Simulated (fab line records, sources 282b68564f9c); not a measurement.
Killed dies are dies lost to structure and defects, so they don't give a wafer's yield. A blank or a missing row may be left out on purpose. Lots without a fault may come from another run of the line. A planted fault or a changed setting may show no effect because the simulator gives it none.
A struck lot beside a sound one | flow rit_cmos | 19 steps out of a route of 202
Sound: wafers L899.1, L899.3, L899.4. Struck: wafer L911.3. (L911.4, L911.5 of the same lot were not struck and are left out.) The cause comes at the end.
At each step with rows: each side's tool, then ch and its chambers, then its first start. Under that, the readings that differ: sound wafers | struck wafers | difference of the means | sigmas: that difference in standard deviations of wafers without a fault.
alike: readings whose means differ by less than 2 such deviations, and words and numbers that are the same on both sides. not compared: withheld readings, readings that some wafer has no value for, bounds like >300 that may hide the same value, and numbers for which the record gives no deviation and whose values overlap.
The two part at a step that has a row with sigmas, a row that says differs or no value, or rows on one side only. Numbers that don't overlap but have no deviation are shown without sigmas and don't part them. A reading that every wafer of one side lacks parts them only if that side has two wafers or more.

RIT_M1_SPUTTER_00: material Al, target thk 400 nm, time 500 s.
  sound on pvd_sputter-02, day 4 00:58; struck on pvd_sputter-02, day 7 00:03
  alike: throttle_valve_pct
RIT_M1_RS_MEAS_01: measures by four-point-probe.
  sound on film_metro-01, day 4 01:16; struck on film_metro-03, day 7 00:23
  alike: M1_AL_RS
RIT_M1_THK_MEAS_02: measures by xrf.
  sound on film_metro-01, day 4 01:23; struck on film_metro-03, day 7 00:29
  alike: M1_AL_THK
then, 6 steps without rows for these wafers: RIT_M1_HMDS_03 (prime time 60 s); RIT_M1_COAT_04 (resist thk 1300 nm); RIT_M1_SOFTBAKE_05 (time 60 s); RIT_M1_EXPOSE_06 (exposes mask M12, target cd 2600 nm); RIT_M1_PEB_07; RIT_M1_DEVELOP_08 (develop time 68 s).
RIT_M1_CD_MEAS_09: target cd 2600 nm.
  sound on cd_sem-02, day 4 02:26; struck on cd_sem-02, day 7 01:28
  alike: cd_nm
RIT_M1_OVL_MEAS_10:
  sound on overlay-01, day 4 02:34; struck on overlay-02, day 7 01:34
  alike: M1_OVL
then, 1 step without rows for these wafers: RIT_M1_HARDBAKE_11 (time 120 s).
RIT_M1_METAL_ETCH_12: etches Al in Cl2/BCl3, stops on SiO2, time 165 s, target depth 600 nm.
  sound on rie_metal-03 ch 0,1, day 4 02:53; struck on rie_metal-03 ch 1, day 7 02:03
  alike: drypump_motor_current_A, oes_product_au, throttle_valve_pct
  not compared: rf_hours_counter_h
then, 1 step without rows for these wafers: RIT_M1_STRIP_13 (strips in nmp, time 600 s).
RIT_M1_STRIP_14: strips in O2, time 180 s.
  sound on plasma_asher-03 ch 0,1, day 4 03:14; struck on plasma_asher-01 ch 1, day 7 02:23
  alike: drypump_motor_current_A
  not compared: rf_hours_counter_h
RIT_M1_CD_MEAS_90: target cd 2600 nm.
  sound on cd_sem-02, day 4 03:25; struck on cd_sem-02, day 7 02:32
  alike: cd_nm
then, 1 step without rows for these wafers: RIT_M1_ANNEAL_15 (time 1800 s).
RIT_M1_BOW_MEAS_16:
  sound on film_metro-03, day 4 06:33; struck on film_metro-03, day 7 04:44
  alike: M1_BOW
RIT_M1_PROBE_99:
  sound on prober-01, day 4 06:40; struck on prober-01, day 7 04:55
  reading                               | sound               | struck | difference | sigmas
  defect_limited_yield (%)              | 97.7 97.7 98.1      | 89.4   | -8.4       | -8
  killed_at_M0_to_M3                    | 0 0 0               | 21     | +21        | +99 or more
  killed_at_contacts                    | 0 0 0               | 1      | +1         | +4
  killed_dies                           | 6 6 5               | 28     | +22        | +8
  killed_on_rim                         | 1 2 1               | 9      | +8         | +6
  sort_bin_3_pad_short (%)              | 0 0.4 0.4           | 2.7    | +2.4       | +13
  sort_bin_5_function (%)               | 0.8 1.1 0.8         | 5.7    | +4.8       | +6
  sort_bin_6_memory (%)                 | 1.5 0.8 0.8         | 2.3    | +1.3       | +2
  sort_n_pass                           | 258.0 258.0 259.0   | 236.0  | -22.3      | -8
  sort_yield_pct (%)                    | 97.7 97.7 98.1      | 89.4   | -8.4       | -8
  model.etest.tester.sort_n_pass        | 258 258 259         | 236    | -22        |
  model.etest.tester.sort_yield_pct (%) | 97.73 97.73 98.11   | 89.39  | -8.47      |
  model.etest.tester.sort_bin_5_pct (%) | 0.7576 1.136 0.7576 | 5.682  | +4.798     |
  model.etest.tester.sort_bin_6_pct (%) | 1.515 0.7576 0.7576 | 2.273  | +1.263     |
  alike: killed_at_front_end, killed_open, killed_short

WHERE THEY PART
Only at RIT_M1_PROBE_99, within this record.

WHY: what the simulator had put in
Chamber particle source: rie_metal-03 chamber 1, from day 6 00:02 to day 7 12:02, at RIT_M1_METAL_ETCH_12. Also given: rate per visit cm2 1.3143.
